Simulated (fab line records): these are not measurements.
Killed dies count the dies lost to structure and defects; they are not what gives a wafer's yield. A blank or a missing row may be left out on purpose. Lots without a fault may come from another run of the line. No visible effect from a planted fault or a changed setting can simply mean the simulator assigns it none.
Which of the tools did it? -- flow berkeley cmos170 -- 42 wafers from 14 lots sampled at 4 of the route's 331 steps

== WHAT EACH GAUGE READ, for each wafer ==
UCB170_M3_RS_MEAS_02: a four-point-probe measurement. Usual: M3_AL_RS typically reads 0.0323 ohm/sq, with standard deviation 0.00034.
lot,measured,on,M3_AL_RS (ohm/sq),flag
L554,day 8 21:39,film metro-03,0.0332 0.0327 0.0328,
L555,day 9 01:11,film metro-02,0.0320 0.0318 0.0317,
L556,day 9 04:39,film metro-01,0.0320 0.0320 0.0320,
L557,day 9 08:50,film metro-01,0.0321 0.0322 0.0319,
L559,day 9 23:31,film metro-02,0.0328 0.0326 0.0324,
L561,day 10 06:53,film metro-02,0.0321 0.0324 0.0322,
L558,day 10 09:07,film metro-03,0.0323 0.0322 0.0324,
L560,day 10 10:20,film metro-02,0.0323 0.0327 0.0325,
L562,day 10 23:58,film metro-03,0.0318 0.0321 0.0321,
L563,day 11 02:31,film metro-03,0.0319 0.0319 0.0320,
L569,day 12 12:26,film metro-03,0.0341 0.0342 0.0339,OFF
L570,day 13 07:31,film metro-03,0.0339 0.0340 0.0337,OFF
L575,day 13 12:36,film metro-03,0.0328 0.0328 0.0325,
L577,day 13 19:08,film metro-03,0.0326 0.0325 0.0325,

UCB170_M3_THK_MEAS_03: measures by xrf. Usual: M3_AL_THK typically reads 904 nm, with standard deviation 9.5.
lot,measured,on,M3_AL_THK (nm),flag
L554,day 8 21:46,film metro-03,879 897 893,
L555,day 9 01:18,film metro-02,909 921 916,
L556,day 9 04:45,film metro-01,913 911 912,
L557,day 9 08:57,film metro-01,915 909 918,
L559,day 9 23:38,film metro-02,895 894 900,
L561,day 10 07:01,film metro-02,915 902 905,
L558,day 10 09:13,film metro-03,901 906 895,
L560,day 10 10:25,film metro-02,907 897 897,
L562,day 11 00:05,film metro-03,914 905 905,
L563,day 11 02:37,film metro-03,911 915 908,
L569,day 12 12:34,film metro-03,850 850 854,OFF
L570,day 13 07:38,film metro-03,864 864 868,OFF
L575,day 13 12:43,film metro-03,888 891 897,
L577,day 13 19:16,film metro-03,897 895 901,

== TOOL THAT RAN EACH LOT (tool first, then ch and the chambers of the sampled wafers, then the start) ==
lot,UCB170_M2_SPUTTER_01,UCB170_M3_SPUTTER_01
L554,"pvd sputter-04, day 8 16:46","pvd sputter-01, day 8 21:34"
L555,"pvd sputter-04, day 8 19:27","pvd sputter-03, day 9 01:05"
L556,"pvd sputter-03, day 8 22:20","pvd sputter-04, day 9 04:31"
L557,"pvd sputter-02, day 9 00:29","pvd sputter-03, day 9 08:45"
L559,"pvd sputter-04, day 9 18:23","pvd sputter-01, day 9 23:26"
L561,"pvd sputter-03, day 9 21:45","pvd sputter-04, day 10 06:48"
L558,"pvd sputter-02, day 10 03:10","pvd sputter-03, day 10 09:01"
L560,"pvd sputter-04, day 10 03:23","pvd sputter-01, day 10 10:11"
L562,"pvd sputter-04, day 10 16:44","pvd sputter-03, day 10 23:53"
L563,"pvd sputter-02, day 10 21:23","pvd sputter-04, day 11 02:23"
L569,"pvd sputter-02, day 12 04:20","pvd sputter-03, day 12 12:22"
L570,"pvd sputter-03, day 13 00:36","pvd sputter-03, day 13 07:26"
L575,"pvd sputter-04, day 13 03:06","pvd sputter-01, day 13 12:31"
L577,"pvd sputter-03, day 13 13:19","pvd sputter-04, day 13 19:04"
- UCB170_M2_SPUTTER_01: material Al, target thk 900 nm, time 120 s.
- UCB170_M3_SPUTTER_01: material Al, target thk 900 nm, time 120 s.

== AS READ BY THE TOOLS THEMSELVES (means over the sampled wafers that have a number; for cases with no such wafer, the mark the record gives instead) ==
UCB170_M2_SPUTTER_01. Usual: throttle valve pct at 30.2 %, with a standard deviation of 1.1.
lot,tool,throttle valve pct (%),flag
L554,pvd sputter-04,30.5,
L555,pvd sputter-04,31.6,
L556,pvd sputter-03,29.0,
L557,pvd sputter-02,30.1,
L559,pvd sputter-04,30.5,
L561,pvd sputter-03,29.9,
L558,pvd sputter-02,30.0,
L560,pvd sputter-04,30.4,
L562,pvd sputter-04,30.8,
L563,pvd sputter-02,29.3,
L569,pvd sputter-02,30.1,
L570,pvd sputter-03,30.3,
L575,pvd sputter-04,30.4,
L577,pvd sputter-03,30.2,

UCB170_M3_SPUTTER_01. Usual: throttle valve pct at 30.3 %, with a standard deviation of 0.8.
lot,tool,throttle valve pct (%),flag
L554,pvd sputter-01,30.1,
L555,pvd sputter-03,30.3,
L556,pvd sputter-04,30.9,
L557,pvd sputter-03,30.8,
L559,pvd sputter-01,30.7,
L561,pvd sputter-04,30.5,
L558,pvd sputter-03,30.6,
L560,pvd sputter-01,29.8,
L562,pvd sputter-03,30.3,
L563,pvd sputter-04,30.7,
L569,pvd sputter-03,29.6,
L570,pvd sputter-03,30.7,
L575,pvd sputter-01,30.4,
L577,pvd sputter-04,31.1,

== THE ANSWER, worked out from the rows above alone ==
Rule: lot off if the mean of its wafers having a number is beyond 3 standard deviations from the usual mean. Also off: a lot with no number at a reading for which 4 or more lots have one. Any other lot the step has rows for is counted as sound. First the gauges in route order, then the tools' own readings, where a lot's mean is used as printed above. At the first step where some lot is off, the reading lying furthest off is the one used; lots without a number count as furthest.
Off: L569, L570, at UCB170_M3_RS_MEAS_02 (M3_AL_RS).
If a tool, at a process step before that reading, ran all the lots that are off and no sound lot after the first of them, it fits. Those tools and the gauges at UCB170_M3_RS_MEAS_02 are tried in the same way. One fits: UCB170_M3_SPUTTER_01 on pvd sputter-03. A fault onset in the window from L562 (day 10 23:53, its last sound lot) to L569 (day 12 12:22, its first lot off) fits.

== WHAT THE SIMULATOR HAD INSERTED ==
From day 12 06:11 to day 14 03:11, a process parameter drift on pvd sputter-03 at UCB170_M3_SPUTTER_01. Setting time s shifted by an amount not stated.
Shown lots that were struck: L569, L570. This agrees with what the rule above found.
